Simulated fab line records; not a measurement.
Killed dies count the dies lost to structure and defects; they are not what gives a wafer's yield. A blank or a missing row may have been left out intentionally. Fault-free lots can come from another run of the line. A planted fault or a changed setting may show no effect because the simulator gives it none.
Which tool did it? :: flow berkeley cmos170 :: 21 wafers from 7 lots sampled at 2 of the route's 331 steps

== WHAT EACH GAUGE READ, for each wafer ==
UCB170_M2_OVL_MEAS_16.
lot: L843
measured: day 7 22:35
on: overlay-01
M2_OVL (nm): 0 -1 0

lot: L846
measured: day 8 00:34
on: overlay-01
M2_OVL (nm): 7 -8 7

lot: L852
measured: day 9 07:59
on: overlay-02
M2_OVL (nm): -11 -3 -9

lot: L858
measured: day 10 10:34
on: overlay-02
M2_OVL (nm): -11 -12 -2

lot: L860
measured: day 11 14:55
on: overlay-02
M2_OVL (nm): 3 5 -2

lot: L862
measured: day 11 15:31
on: overlay-01
M2_OVL (nm): -13 -11 -10

lot: L866
measured: day 11 16:51
on: overlay-02
M2_OVL (nm): -4 8 3

== EACH LOT AND THE TOOL THAT RAN IT (in order: tool; ch and the chambers of the sampled wafers; start) ==
lot: L843
UCB170_V1_ETCH_14: rie diel-03 ch 1,2,3, day 7 19:43

lot: L846
UCB170_V1_ETCH_14: rie diel-02 ch 1,2, day 7 22:04

lot: L852
UCB170_V1_ETCH_14: rie diel-02 ch 0,1,3, day 9 04:57

lot: L858
UCB170_V1_ETCH_14: rie diel-02 ch 0,1,2, day 10 07:20

lot: L860
UCB170_V1_ETCH_14: rie diel-02 ch 0,1, day 11 10:22

lot: L862
UCB170_V1_ETCH_14: rie diel-02 ch 0,2,3, day 11 10:43

lot: L866
UCB170_V1_ETCH_14: rie diel-02 ch 0,2,3, day 11 13:16
- UCB170_V1_ETCH_14: etches SiO2 in CHF3/CF4/Ar, stops on Al, target depth 1250 nm, time 291 s.

== THE ANSWER, worked out from the rows above alone ==
Rule: the lots themselves supply what counts as usual. The widest of any qualifying gaps counts: lots, ordered by their means at a reading, are off when they make up no more than a third of the lots, leave a main group of 4 or more, and stand apart from it by 3 or more times the standard deviation of that group's means. The tables above print the reading to a certain number of digits; a main group whose means all agree to those digits is not used. Also off: a lot with no number at a reading for which 4 or more lots have one. The other lots that the step has rows for count as sound.
Nothing can be told from this: no lot is off at any reading shown.

== WHAT THE SIMULATOR PUT IN ==
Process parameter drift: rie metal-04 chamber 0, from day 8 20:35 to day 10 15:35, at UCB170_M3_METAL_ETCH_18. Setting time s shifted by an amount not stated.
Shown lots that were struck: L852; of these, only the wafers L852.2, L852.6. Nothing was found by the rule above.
